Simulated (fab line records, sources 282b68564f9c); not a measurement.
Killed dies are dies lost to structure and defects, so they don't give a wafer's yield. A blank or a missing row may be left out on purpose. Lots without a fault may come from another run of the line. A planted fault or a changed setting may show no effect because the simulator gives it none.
fab line records | flow rit_cmos
record lots=14 wafers=42 last_day=7
route steps=202 shown NWELL@30 REOX@102 PLDD@124 PSD@157 M1@202
lots that met no fault: from a run of the same line without faults
start_h: hours from the record's first day to the start of the lot's first wafer shown | wait_h: hours since the lot's step before | " the same as in the row above | L1.1+2: a row that stands for several wafers | - no value, or no start given | * or withheld: withheld | < > ~ a bound
route shown NAME@n: a module of which the file shows steps, and the number in the route of the first | usual: mean/standard deviation of fault-free wafers | same: alike in all rows | chamber/n: place in a boat | sites: the reading at each site | _std_site: their standard deviation | _edge_site: outer sites' mean less inner sites' | radius_mm: how far each site lies from the wafer's centre | mask NAME#n: copy n | behind: the tool/chamber that last shaped the wafer | hold: why the lot was held/for how many hours/how that ended | device: the transistor (n, p or np) that didn't switch | end of line: the same wafers' tests at the end of the route | a step without rows: its recipe alone | killed: dies lost to structure and defects at the first sort, not the wafer's yield | map: a wafer's dies, x killed, . not, _ none there
set.NAME: the setting as run; set.NAME@STEP: as run at that earlier step | model.NAME: the simulator's own value behind a step, which no gauge read
steps of the route over a sample of lots; a table a step, a row a wafer
## steps
# step RIT_NWELL_SOFTBAKE_02
# recipe resist=NOVOLAK temp_c=90 time_s=60
# usual heater_power_total_W=34.57/0.047 plate_temp_C=89.99/0.13
# same time_s=60
# columns lot.wafer tool chamber start_h wait_h heater_power_total_W plate_temp_C
L814.1 litho_track-04 0 24.57 0.1 34.52 90.31
L814.5 " 0 " " 34.58 90.04
L814.6 " 0 " " 34.61 90.14
L815.2 litho_track-01 0 32.89 0.1 34.62 89.83
L815.3 " 0 " " 34.56 89.66
L815.6 " 0 " " 34.54 89.88
L817.2 litho_track-04 0 46.42 0.1 34.54 89.99
L817.3 " 0 " " 34.48 90.03
L817.4 " 0 " " 34.61 90.22
L818.2 litho_track-01 0 46.64 0.1 34.53 90.16
L818.4 " 0 " " 34.62 90.19
L818.5 " 0 " " 34.49 90.27
L819.3 litho_track-04 0 52.03 0.1 34.62 89.90
L819.4 " 0 " " 34.59 89.95
L819.6 " 0 " " 34.46 89.97
L821.1 litho_track-03 0 60.15 0.1 34.58 90.00
L821.2 " 0 " " 34.56 89.78
L821.5 " 0 " " 34.54 89.72
L822.2 litho_track-04 0 66.50 0.1 34.55 90.11
L822.4 " 0 " " 34.64 89.94
L822.6 " 0 " " 34.55 90.14
L823.3 litho_track-03 0 71.71 0.1 34.56 90.14
L823.4 " 0 " " 34.55 90.07
L823.5 " 0 " " 34.60 89.89
L826.4 litho_track-03 0 85.16 0.1 28.60 78.92
L826.5 " 0 " " 28.57 78.86
L826.6 " 0 " " 28.61 78.70
L829.2 litho_track-01 0 101.15 0.1 34.62 89.88
L829.5 " 0 " " 34.54 89.77
L829.6 " 0 " " 34.49 89.84
L831.1 litho_track-03 0 109.87 0.1 28.49 78.86
L831.4 " 0 " " 28.55 78.66
L831.5 " 0 " " 28.54 78.73
L832.1 litho_track-01 0 116.05 0.1 34.62 89.91
L832.3 " 0 " " 34.57 89.81
L832.6 " 0 " " 34.61 90.01
L833.2 litho_track-01 0 119.79 0.1 34.58 90.00
L833.5 " 0 " " 34.65 90.21
L833.6 " 0 " " 34.61 90.05
L835.1 litho_track-01 0 129.67 0.1 34.67 90.02
L835.4 " 0 " " 34.61 89.90
L835.6 " 0 " " 34.59 89.82
# step RIT_REOX_THK_MEAS_04
# recipe reads=SiO2_of_REOX_OXIDATION_03
# usual REOX_OXIDE_THK=25.2/0.71
# columns lot.wafer tool chamber start_h wait_h REOX_OXIDE_THK[nm]
L814.1 film_metro-03 - 47.93 0.0 26.0
L814.5 " - " " 25.7
L814.6 " - " " 25.9
L815.2 film_metro-03 - 55.85 0.0 25.7
L815.3 " - " " 25.6
L815.6 " - " " 25.6
L817.2 film_metro-04 - 69.78 0.0 26.3
L817.3 " - " " 25.7
L817.4 " - " " 26.1
L818.2 film_metro-04 - 71.37 0.0 24.5
L818.4 " - " " 24.4
L818.5 " - " " 24.7
L819.3 film_metro-03 - 72.93 0.0 24.9
L819.4 " - " " 25.0
L819.6 " - " " 25.2
L821.1 film_metro-01 - 80.89 0.0 23.7
L821.2 " - " " 23.6
L821.5 " - " " 23.5
L822.2 film_metro-04 - 87.12 0.0 25.6
L822.4 " - " " 26.1
L822.6 " - " " 26.1
L823.3 film_metro-04 - 94.48 0.0 25.7
L823.4 " - " " 24.9
L823.5 " - " " 25.5
L826.4 film_metro-04 - 105.28 0.0 24.3
L826.5 " - " " 24.1
L826.6 " - " " 24.1
L829.2 film_metro-01 - 121.40 0.0 25.3
L829.5 " - " " 25.3
L829.6 " - " " 25.1
L831.1 film_metro-01 - 131.06 0.0 24.8
L831.4 " - " " 25.0
L831.5 " - " " 25.2
L832.1 film_metro-01 - 135.89 0.0 25.2
L832.3 " - " " 25.4
L832.6 " - " " 25.2
L833.2 film_metro-01 - 141.37 0.0 25.8
L833.5 " - " " 25.7
L833.6 " - " " 25.7
L835.1 film_metro-01 - 151.85 0.0 26.6
L835.4 " - " " 26.9
L835.6 " - " " 26.4
# step RIT_PLDD_TW_MEAS_10
# usual PLDD_TW=2331/14
# columns lot.wafer tool chamber start_h wait_h PLDD_TW
L814.1 film_metro-01 - 50.97 0.1 2315
L814.5 " - " " 2325
L814.6 " - " " 2330
L815.2 film_metro-04 - 59.02 0.1 2339
L815.3 " - " " 2339
L815.6 " - " " 2348
L817.2 film_metro-02 - 72.71 0.1 2316
L817.3 " - " " 2320
L817.4 " - " " 2324
L818.2 film_metro-01 - 74.81 0.1 2335
L818.4 " - " " 2324
L818.5 " - " " 2325
L819.3 film_metro-02 - 75.92 0.1 2317
L819.4 " - " " 2310
L819.6 " - " " 2317
L821.1 film_metro-02 - 83.98 0.1 2319
L821.2 " - " " 2319
L821.5 " - " " 2314
L822.2 film_metro-04 - 90.38 0.1 2308
L822.4 " - " " 2330
L822.6 " - " " 2313
L823.3 film_metro-02 - 97.47 0.1 2316
L823.4 " - " " 2329
L823.5 " - " " 2329
L826.4 film_metro-01 - 108.14 0.1 2328
L826.5 " - " " 2338
L826.6 " - " " 2334
L829.2 film_metro-04 - 124.50 0.1 2346
L829.5 " - " " 2350
L829.6 " - " " 2358
L831.1 film_metro-04 - 134.27 0.1 2347
L831.4 " - " " 2356
L831.5 " - " " 2354
L832.1 film_metro-02 - 139.00 0.1 2314
L832.3 " - " " 2318
L832.6 " - " " 2315
L833.2 film_metro-04 - 144.34 0.1 2337
L833.5 " - " " 2347
L833.6 " - " " 2346
L835.1 film_metro-04 - 154.94 0.1 2339
L835.4 " - " " 2354
L835.6 " - " " 2345
# step RIT_SDANNEAL_RS_MEAS_04
# recipe thk_meas_gauge=four-point-probe
# usual PSD_RS=115.42/0.27
# columns lot.wafer tool chamber start_h wait_h PSD_RS[ohm/sq]
L814.1 film_metro-01 - 56.83 0.0 115.17
L814.5 " - " " 115.82
L814.6 " - " " 115.27
L815.2 film_metro-01 - 65.42 0.1 115.42
L815.3 " - " " 115.21
L815.6 " - " " 115.23
L817.2 film_metro-01 - 78.78 0.1 115.42
L817.3 " - " " 115.31
L817.4 " - " " 115.59
L818.2 film_metro-04 - 80.79 0.1 115.31
L818.4 " - " " 115.68
L818.5 " - " " 115.32
L819.3 film_metro-02 - 81.83 0.1 115.60
L819.4 " - " " 115.38
L819.6 " - " " 115.39
L821.1 film_metro-02 - 90.11 0.1 115.22
L821.2 " - " " 115.09
L821.5 " - " " 115.42
L822.2 film_metro-04 - 96.37 0.1 115.53
L822.4 " - " " 115.27
L822.6 " - " " 115.66
L823.3 film_metro-02 - 103.73 0.1 115.41
L823.4 " - " " 115.17
L823.5 " - " " 115.33
L826.4 film_metro-01 - 114.15 0.1 115.17
L826.5 " - " " 115.46
L826.6 " - " " 115.32
L829.2 film_metro-04 - 130.45 0.1 115.87
L829.5 " - " " 115.52
L829.6 " - " " 115.65
L831.1 film_metro-01 - 140.31 0.0 115.43
L831.4 " - " " 115.13
L831.5 " - " " 115.42
L832.1 film_metro-01 - 145.00 0.0 115.45
L832.3 " - " " 115.40
L832.6 " - " " 115.73
L833.2 film_metro-04 - 150.61 0.1 114.92
L833.5 " - " " 114.94
L833.6 " - " " 115.10
L835.1 film_metro-01 - 161.32 0.0 115.44
L835.4 " - " " 115.53
L835.6 " - " " 115.29
# step RIT_M1_PROBE_99
# usual killed_at_contacts=0.2/0.38 killed_at_front_end=6.7/3 killed_dies=6.9/3 killed_on_rim=1.8/1.4 killed_open=3.5/1.9 killed_short=3.3/2
# same gross_dies=264 killed_at_M0_to_M3=0 killed_at_M4_up=0 killed_at_back_side=0 killed_at_other=0
# columns lot.wafer tool chamber start_h wait_h killed_at_contacts killed_at_front_end killed_dies killed_on_rim killed_open killed_short
L814.1 prober-02 - 65.41 0.1 1 5 6 1 2 3
L814.5 prober-02 - 65.61 0.2 0 4 4 1 3 1
L814.6 prober-02 - 65.66 0.2 0 3 3 0 0 2
L815.2 prober-01 - 73.72 0.1 0 14 14 3 3 11
L815.3 prober-01 - 73.77 0.2 0 15 15 4 9 6
L815.6 prober-01 - 73.92 0.2 0 6 6 1 3 3
L817.2 prober-01 - 86.66 0.1 0 8 8 4 5 3
L817.3 prober-01 - 86.71 0.2 0 7 7 3 2 5
L817.4 prober-01 - 86.76 0.2 1 9 10 7 8 2
L818.2 prober-02 - 89.03 0.1 0 9 9 1 4 5
L818.4 prober-02 - 89.13 0.2 0 7 7 2 3 4
L818.5 prober-02 - 89.18 0.2 0 4 4 0 2 2
L819.3 prober-01 - 89.68 0.2 0 5 5 2 4 1
L819.4 prober-01 - 89.73 0.2 0 3 3 1 3 0
L819.6 prober-01 - 89.83 0.2 0 1 1 0 0 1
L821.1 prober-01 - 97.75 0.1 0 3 3 1 1 2
L821.2 prober-01 - 97.80 0.1 1 3 4 0 3 0
L821.5 prober-01 - 97.95 0.2 1 8 9 2 2 6
L822.2 prober-02 - 103.82 0.1 0 9 9 3 7 2
L822.4 prober-02 - 103.92 0.2 0 5 5 3 2 3
L822.6 prober-02 - 104.02 0.2 0 13 13 2 6 7
L823.3 prober-01 - 111.34 0.2 0 6 6 2 4 2
L823.4 prober-01 - 111.39 0.2 0 3 3 1 3 0
L823.5 prober-01 - 111.44 0.2 0 6 6 5 2 4
L826.4 prober-02 - 121.71 0.2 1 8 9 3 6 3
L826.5 prober-02 - 121.76 0.2 0 6 6 1 3 3
L826.6 prober-02 - 121.81 0.2 1 7 8 3 2 6
L829.2 prober-01 - 138.72 0.1 0 4 4 0 3 1
L829.5 prober-01 - 138.87 0.2 0 6 6 2 3 3
L829.6 prober-01 - 138.92 0.2 0 7 7 1 4 3
L831.1 prober-01 - 149.40 0.1 0 10 10 3 5 5
L831.4 prober-01 - 149.55 0.2 0 4 4 2 3 1
L831.5 prober-01 - 149.60 0.2 0 9 9 2 4 5
L832.1 prober-02 - 152.57 0.1 0 3 3 0 2 1
L832.3 prober-02 - 152.67 0.2 1 9 10 1 6 4
L832.6 prober-02 - 152.82 0.2 0 7 7 4 4 3
L833.2 prober-01 - 158.72 0.1 1 3 4 1 2 2
L833.5 prober-01 - 158.87 0.2 0 10 10 3 6 4
L833.6 prober-01 - 158.92 0.2 0 6 6 1 2 4
L835.1 prober-01 - 168.75 0.1 1 8 9 3 4 4
L835.4 prober-01 - 168.90 0.2 0 4 4 1 2 2
L835.6 prober-01 - 169.00 0.2 1 3 4 1 1 3
# killed by level:class
L814.1 SPACER:geometric_particle:short=2 GATE:geometric_particle:short=1 SPACER:geometric_particle:open=1 CONTACT:geometric_particle:open=1 PWELL:coat_microbubble_printed=1
L814.5 SILICIDE:geometric_particle:open=2 FOX1:geometric_particle:open=1 REOX:geometric_particle:short=1
L814.6 FOX2:geometric_particle:short=1 GATE:geometric_particle:short=1 PWELL:coat_microbubble_printed=1
L815.2 REOX:geometric_particle:short=3 SPACER:geometric_particle:short=3 SILICIDE:geometric_particle:short=3 REOX:geometric_particle:open=2 FOX2:geometric_particle:open=1 FOX2:geometric_particle:short=1 GATE:geometric_particle:short=1
L815.3 SPACER:geometric_particle:open=5 GATE:geometric_particle:open=3 SPACER:geometric_particle:short=3 FOX2:geometric_particle:open=1 GATE:geometric_particle:short=1 REOX:geometric_particle:short=1 SILICIDE:geometric_particle:short=1
L815.6 GATE:geometric_particle:short=2 FOX2:geometric_particle:open=1 REOX:geometric_particle:open=1 REOX:geometric_particle:short=1 SILICIDE:geometric_particle:open=1
L817.2 GATE:geometric_particle:open=2 SILICIDE:geometric_particle:open=2 GATE:geometric_particle:short=1 SPACER:geometric_particle:short=1 SPACER:geometric_particle:open=1 SILICIDE:geometric_particle:short=1
L817.3 FOX2:geometric_particle:short=2 FOX1:geometric_particle:short=1 GATE:geometric_particle:open=1 GATE:geometric_particle:short=1 SILICIDE:geometric_particle:short=1 SILICIDE:geometric_particle:open=1
L817.4 FOX1:geometric_particle:open=3 SPACER:geometric_particle:open=2 FOX2:geometric_particle:open=1 REOX:geometric_particle:short=1 REOX:geometric_particle:open=1 SPACER:geometric_particle:short=1 CONTACT:geometric_particle:open=1
L818.2 GATE:geometric_particle:short=3 GATE:geometric_particle:open=2 FOX1:geometric_particle:open=1 FOX2:geometric_particle:short=1 REOX:geometric_particle:short=1 SPACER:geometric_particle:open=1
L818.4 FOX2:geometric_particle:short=2 SILICIDE:geometric_particle:open=2 GATE:geometric_particle:open=1 GATE:geometric_particle:short=1 REOX:geometric_particle:short=1
L818.5 FOX2:geometric_particle:short=2 REOX:geometric_particle:open=1 SPACER:geometric_particle:open=1
L819.3 GATE:geometric_particle:open=3 GATE:geometric_particle:short=1 SPACER:geometric_particle:open=1
L819.4 SILICIDE:geometric_particle:open=2 SPACER:geometric_particle:open=1
L819.6 REOX:geometric_particle:short=1
L821.1 GATE:geometric_particle:short=2 GATE:geometric_particle:open=1
L821.2 REOX:geometric_particle:open=2 GATE:geometric_particle:open=1 CONTACT:coat_microbubble_printed=1
L821.5 GATE:geometric_particle:short=4 REOX:geometric_particle:open=1 REOX:geometric_particle:short=1 SPACER:geometric_particle:short=1 SILICIDE:geometric_particle:open=1 CONTACT:coat_microbubble_printed=1
L822.2 GATE:geometric_particle:open=5 FOX2:geometric_particle:open=1 FOX2:geometric_particle:short=1 REOX:geometric_particle:open=1 SILICIDE:geometric_particle:short=1
L822.4 GATE:geometric_particle:short=2 FOX1:geometric_particle:short=1 FOX2:geometric_particle:open=1 SILICIDE:geometric_particle:open=1
L822.6 GATE:geometric_particle:open=5 GATE:geometric_particle:short=3 REOX:geometric_particle:short=2 ACTIVE:geometric_particle:open=1 FOX1:geometric_particle:short=1 FOX2:geometric_particle:short=1
L823.3 GATE:geometric_particle:open=3 ACTIVE:geometric_particle:short=1 FOX2:geometric_particle:open=1 GATE:geometric_particle:short=1
L823.4 SPACER:geometric_particle:open=2 SILICIDE:geometric_particle:open=1
L823.5 GATE:geometric_particle:open=2 ACTIVE:geometric_particle:short=1 FOX2:geometric_particle:short=1 GATE:geometric_particle:short=1 SPACER:geometric_particle:short=1
L826.4 GATE:geometric_particle:open=2 FOX2:geometric_particle:open=1 FOX2:geometric_particle:short=1 REOX:geometric_particle:open=1 REOX:geometric_particle:short=1 SPACER:geometric_particle:open=1 SILICIDE:geometric_particle:open=1 CONTACT:geometric_particle:short=1
L826.5 FOX1:geometric_particle:short=2 SPACER:geometric_particle:open=2 GATE:geometric_particle:short=1 SILICIDE:geometric_particle:open=1
L826.6 GATE:geometric_particle:short=3 REOX:geometric_particle:short=2 FOX2:geometric_particle:short=1 GATE:geometric_particle:open=1 CONTACT:geometric_particle:open=1
L829.2 ACTIVE:geometric_particle:short=1 FOX2:geometric_particle:open=1 GATE:geometric_particle:open=1 SILICIDE:geometric_particle:open=1
L829.5 GATE:geometric_particle:short=2 REOX:geometric_particle:open=2 FOX1:geometric_particle:short=1 SPACER:geometric_particle:open=1
L829.6 GATE:geometric_particle:open=3 GATE:geometric_particle:short=3 SILICIDE:geometric_particle:open=1
L831.1 GATE:geometric_particle:short=2 GATE:geometric_particle:open=2 REOX:geometric_particle:short=2 SPACER:geometric_particle:open=2 REOX:geometric_particle:open=1 SILICIDE:geometric_particle:short=1
L831.4 FOX2:geometric_particle:open=1 GATE:geometric_particle:short=1 GATE:geometric_particle:open=1 SILICIDE:geometric_particle:open=1
L831.5 GATE:geometric_particle:short=4 GATE:geometric_particle:open=2 REOX:geometric_particle:open=2 FOX1:geometric_particle:short=1
L832.1 FOX1:geometric_particle:open=2 SILICIDE:geometric_particle:short=1
L832.3 SILICIDE:geometric_particle:open=3 GATE:geometric_particle:short=1 GATE:geometric_particle:open=1 REOX:geometric_particle:short=1 REOX:geometric_particle:open=1 SPACER:geometric_particle:open=1 SILICIDE:geometric_particle:short=1 CONTACT:geometric_particle:short=1
L832.6 GATE:geometric_particle:open=2 SILICIDE:geometric_particle:open=2 GATE:geometric_particle:short=1 SPACER:geometric_particle:short=1 SILICIDE:geometric_particle:short=1
L833.2 FOX1:geometric_particle:open=2 FOX1:geometric_particle:short=1 CONTACT:geometric_particle:short=1
L833.5 GATE:geometric_particle:open=4 FOX2:geometric_particle:short=2 FOX2:geometric_particle:open=1 REOX:geometric_particle:short=1 SPACER:geometric_particle:open=1 SPACER:geometric_particle:short=1
L833.6 SPACER:geometric_particle:short=2 FOX1:geometric_particle:short=1 GATE:geometric_particle:open=1 REOX:geometric_particle:short=1 SPACER:geometric_particle:open=1
L835.1 FOX1:geometric_particle:short=2 SPACER:geometric_particle:open=2 GATE:geometric_particle:open=1 GATE:geometric_particle:short=1 SILICIDE:geometric_particle:short=1 SILICIDE:geometric_particle:open=1 CONTACT:coat_microbubble_printed=1
L835.4 GATE:geometric_particle:open=1 SPACER:geometric_particle:open=1 SPACER:geometric_particle:short=1 SILICIDE:geometric_particle:short=1
L835.6 FOX1:geometric_particle:short=2 REOX:geometric_particle:open=1 CONTACT:geometric_particle:short=1
## key
first_sign step=RIT_NWELL_SOFTBAKE_02 reading=heater_power_total_W direction=down sigmas=99+ usual=34.57 struck=28.56
effect step=RIT_NWELL_SOFTBAKE_02 reading=plate_temp_C direction=down sigmas=83 usual=* struck=*
met_at RIT_NWELL_SOFTBAKE_02
struck_lots L826,L831
tester_left_out L826,L831
not_acting_at RIT_REOX_THK_MEAS_04,RIT_PLDD_TW_MEAS_10,RIT_SDANNEAL_RS_MEAS_04
onset_between 71.71 85.16
fault kind=process_parameter_drift tool=litho_track-03 chamber=- onset_h=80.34 steps=RIT_NWELL_SOFTBAKE_02 channel=temp_c offset=* shape=step end_h=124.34 acts_in=* stated=*
# tester_left_out: of these lots the tester's yield and bins aren't shown, on N5 and GAA mostly nor the transistor test; their killed dies are dies lost to structure and defects alone, not to doping, threshold or leakage, so they don't give the yield
